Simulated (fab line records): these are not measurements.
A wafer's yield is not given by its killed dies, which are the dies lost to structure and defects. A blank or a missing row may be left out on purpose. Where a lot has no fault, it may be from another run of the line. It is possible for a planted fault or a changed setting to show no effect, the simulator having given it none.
Split-lot experiment :: flow rit_cmos :: 23 wafers read from 5 lots, route of 202 steps

## ON THE SPLIT
At RIT_GATE_CVD_08 (deposits poly-Si from SiH4, target thk 250 nm, time 2220 s), the setting sih4_flow_sccm was moved away from the recipe's 100 sccm on 10 of the 23 wafers read, by -12.5% to +4.4%. All remaining wafers had this setting at the recipe value.

Between the split and the reading, the file records no step.

## THE READING
GATE_POLY_THK at RIT_GATE_THK_MEAS_09, in nm. Typical for fault-free wafers on this fab line: 249.8 nm, with standard deviation 2.2 nm.

wafer: L076.1
tool, chamber at the split: -, -
sih4_flow_sccm as run, sccm: 100
against the recipe: recipe
GATE_POLY_THK, nm: 249.2
against lot-mates on the recipe: -

wafer: L076.2
tool, chamber at the split: -, -
sih4_flow_sccm as run, sccm: 100
against the recipe: recipe
GATE_POLY_THK, nm: 248.4
against lot-mates on the recipe: -

wafer: L076.4
tool, chamber at the split: -, -
sih4_flow_sccm as run, sccm: 100
against the recipe: recipe
GATE_POLY_THK, nm: 249.6
against lot-mates on the recipe: -

wafer: L076.5
tool, chamber at the split: -, -
sih4_flow_sccm as run, sccm: 100
against the recipe: recipe
GATE_POLY_THK, nm: 248.9
against lot-mates on the recipe: -

wafer: L076.6
tool, chamber at the split: -, -
sih4_flow_sccm as run, sccm: 100
against the recipe: recipe
GATE_POLY_THK, nm: 249.1
against lot-mates on the recipe: -

wafer: L077.2
tool, chamber at the split: -, -
sih4_flow_sccm as run, sccm: 100
against the recipe: recipe
GATE_POLY_THK, nm: 248.2
against lot-mates on the recipe: -

wafer: L077.3
tool, chamber at the split: -, -
sih4_flow_sccm as run, sccm: 100
against the recipe: recipe
GATE_POLY_THK, nm: 248.4
against lot-mates on the recipe: -

wafer: L077.4
tool, chamber at the split: -, -
sih4_flow_sccm as run, sccm: 100
against the recipe: recipe
GATE_POLY_THK, nm: 250.6
against lot-mates on the recipe: -

wafer: L077.5
tool, chamber at the split: -, -
sih4_flow_sccm as run, sccm: 100
against the recipe: recipe
GATE_POLY_THK, nm: 248.7
against lot-mates on the recipe: -

wafer: L077.6
tool, chamber at the split: -, -
sih4_flow_sccm as run, sccm: 100
against the recipe: recipe
GATE_POLY_THK, nm: 248.7
against lot-mates on the recipe: -

wafer: L079.1
tool, chamber at the split: -, -
sih4_flow_sccm as run, sccm: 87.49
against the recipe: -12.5%
GATE_POLY_THK, nm: 222.8
against lot-mates on the recipe: no lot-mate on the recipe

wafer: L079.3
tool, chamber at the split: -, -
sih4_flow_sccm as run, sccm: 87.49
against the recipe: -12.5%
GATE_POLY_THK, nm: 223.9
against lot-mates on the recipe: no lot-mate on the recipe

wafer: L079.4
tool, chamber at the split: -, -
sih4_flow_sccm as run, sccm: 87.49
against the recipe: -12.5%
GATE_POLY_THK, nm: 225.1
against lot-mates on the recipe: no lot-mate on the recipe

wafer: L079.5
tool, chamber at the split: -, -
sih4_flow_sccm as run, sccm: 87.49
against the recipe: -12.5%
GATE_POLY_THK, nm: 223.2
against lot-mates on the recipe: no lot-mate on the recipe

wafer: L079.6
tool, chamber at the split: -, -
sih4_flow_sccm as run, sccm: 87.49
against the recipe: -12.5%
GATE_POLY_THK, nm: 224.1
against lot-mates on the recipe: no lot-mate on the recipe

wafer: L084.1
tool, chamber at the split: lpcvd-01, 1
sih4_flow_sccm as run, sccm: 100
against the recipe: recipe
GATE_POLY_THK, nm: 250.5
against lot-mates on the recipe: -

wafer: L084.4
tool, chamber at the split: lpcvd-01, 1
sih4_flow_sccm as run, sccm: 100
against the recipe: recipe
GATE_POLY_THK, nm: 251.3
against lot-mates on the recipe: -

wafer: L084.5
tool, chamber at the split: lpcvd-01, 1
sih4_flow_sccm as run, sccm: 100
against the recipe: recipe
GATE_POLY_THK, nm: 249.8
against lot-mates on the recipe: -

wafer: L085.1
tool, chamber at the split: -, -
sih4_flow_sccm as run, sccm: 104.4
against the recipe: +4.4%
GATE_POLY_THK, nm: 257.0
against lot-mates on the recipe: no lot-mate on the recipe

wafer: L085.2
tool, chamber at the split: -, -
sih4_flow_sccm as run, sccm: 104.4
against the recipe: +4.4%
GATE_POLY_THK, nm: 259.0
against lot-mates on the recipe: no lot-mate on the recipe

wafer: L085.3
tool, chamber at the split: -, -
sih4_flow_sccm as run, sccm: 104.4
against the recipe: +4.4%
GATE_POLY_THK, nm: 258.8
against lot-mates on the recipe: no lot-mate on the recipe

wafer: L085.5
tool, chamber at the split: -, -
sih4_flow_sccm as run, sccm: 104.4
against the recipe: +4.4%
GATE_POLY_THK, nm: 259.6
against lot-mates on the recipe: no lot-mate on the recipe

wafer: L085.6
tool, chamber at the split: -, -
sih4_flow_sccm as run, sccm: 104.4
against the recipe: +4.4%
GATE_POLY_THK, nm: 260.3
against lot-mates on the recipe: no lot-mate on the recipe

THE FIT
A straight line over all 23 wafers: GATE_POLY_THK changes by +2.06 nm for each +1% of sih4_flow_sccm; r = +1.00; the points scatter about the line by 1 nm.
Too few moved wafers have a lot-mate on the recipe to fit a line with each lot's own level taken away.

## THE WHOLE CHAIN: every reading that the file lists as answering this split, in the file's order
step: RIT_GATE_CVD_08
what it does: deposits poly-Si from SiH4, target thk 250 nm, time 2220 s
reading: poly-Si_of_GATE_CVD_08.thk_nm (the simulator's own value, which no gauge read)
change (the file's fit): +2.07 nm for each +1% of the setting
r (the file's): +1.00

step: RIT_GATE_THK_MEAS_09
what it does: 
reading: GATE_POLY_THK
change (the file's fit): +2.07 for each +1% of the setting
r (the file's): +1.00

step: RIT_GATE_ETCH_19
what it does: etches poly-Si in SF6/CHF3/O2, stops on SiO2, time 165 s, target depth 312.5 nm
reading: GATE.feature_depth_nm (the simulator's own value, which no gauge read)
change (the file's fit): +2.07 nm for each +1% of the setting
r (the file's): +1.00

step: RIT_GATE_ETCH_19
what it does: etches poly-Si in SF6/CHF3/O2, stops on SiO2, time 165 s, target depth 312.5 nm
reading: etch.depth_nm (the simulator's own value, which no gauge read)
change (the file's fit): +2.07 nm for each +1% of the setting
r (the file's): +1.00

## THE FILE'S OWN FIT
GATE_POLY_THK changes by +2.07 nm for each +1% of sih4_flow_sccm, r = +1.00.
